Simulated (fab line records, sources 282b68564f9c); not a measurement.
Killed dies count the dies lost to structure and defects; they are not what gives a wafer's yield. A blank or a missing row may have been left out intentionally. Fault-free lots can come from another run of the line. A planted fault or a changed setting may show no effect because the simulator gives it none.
The tool behind it: which one? || flow rit-cmos || Sampling: 7 lots, 21 wafers, 3 of 202 route steps

## WHAT EACH GAUGE READ, for each wafer
RIT_CONTACT_CD_MEAS_90: the cd target is 1000 nm.
{"lot": "L202", "measured": "day 3 16:07", "on": "cd-sem-02", "cd-nm (nm)": "1003.4 1000.2 999.8"}
{"lot": "L204", "measured": "day 4 09:41", "on": "cd-sem-01", "cd-nm (nm)": "1003.9 1002.8 1002.8"}
{"lot": "L207", "measured": "day 5 00:42", "on": "cd-sem-02", "cd-nm (nm)": "1002.8 1002.3 1003.3"}
{"lot": "L210", "measured": "day 5 14:28", "on": "cd-sem-02", "cd-nm (nm)": "1001.2 1000.2 998.2"}
{"lot": "L213", "measured": "day 6 03:30", "on": "cd-sem-02", "cd-nm (nm)": "997.3 997.0 999.1"}
{"lot": "L216", "measured": "day 6 17:46", "on": "cd-sem-02", "cd-nm (nm)": "999.7 999.5 1000.4"}
{"lot": "L221", "measured": "day 7 22:20", "on": "cd-sem-02", "cd-nm (nm)": "999.6 999.0 999.3"}

## TOOL THAT RAN EACH LOT (tool first, then ch and the chambers of the sampled wafers, then the start)
{"lot": "L202", "RIT_PRETRO_STRIP_09": "plasma-asher-01 ch 0,1, day 2 18:19", "RIT_NSD_STRIP_09": "plasma-asher-01 ch 0,1, day 3 11:09"}
{"lot": "L204", "RIT_PRETRO_STRIP_09": "plasma-asher-01 ch 0,1, day 3 06:10", "RIT_NSD_STRIP_09": "plasma-asher-03 ch 0,1, day 4 04:22"}
{"lot": "L207", "RIT_PRETRO_STRIP_09": "plasma-asher-02 ch 0,1, day 3 23:20", "RIT_NSD_STRIP_09": "plasma-asher-03 ch 0,1, day 4 19:25"}
{"lot": "L210", "RIT_PRETRO_STRIP_09": "plasma-asher-03 ch 0,1, day 4 15:38", "RIT_NSD_STRIP_09": "plasma-asher-03 ch 0,1, day 5 09:15"}
{"lot": "L213", "RIT_PRETRO_STRIP_09": "plasma-asher-03 ch 0,1, day 5 05:30", "RIT_NSD_STRIP_09": "plasma-asher-01 ch 0,1, day 5 22:22"}
{"lot": "L216", "RIT_PRETRO_STRIP_09": "plasma-asher-02 ch 0, day 5 19:55", "RIT_NSD_STRIP_09": "plasma-asher-03 ch 0,1, day 6 12:43"}
{"lot": "L221", "RIT_PRETRO_STRIP_09": "plasma-asher-03 ch 0,1, day 6 19:01", "RIT_NSD_STRIP_09": "plasma-asher-03 ch 0,1, day 7 17:14"}
- RIT_PRETRO_STRIP_09: strips in O2, time 180 s.
- RIT_NSD_STRIP_09: strips in O2, time 180 s.

## THE ANSWER, worked out from the rows above alone
Rule: the lots themselves supply what counts as usual. The widest of any qualifying gaps counts: lots, ordered by their means at a reading, are off when they make up no more than a third of the lots, leave a main group of 4 or more, and stand apart from it by 3 or more times the standard deviation of that group's means. A main group is skipped when, at the precision printed for the reading in the tables above, its means are all equal. Also off: a lot with no number at a reading for which 4 or more lots have one. The other lots that the step has rows for count as sound.
Across all readings shown, no lot is off: no conclusion can be drawn from this.

## WHAT WAS PUT IN BY THE SIMULATOR
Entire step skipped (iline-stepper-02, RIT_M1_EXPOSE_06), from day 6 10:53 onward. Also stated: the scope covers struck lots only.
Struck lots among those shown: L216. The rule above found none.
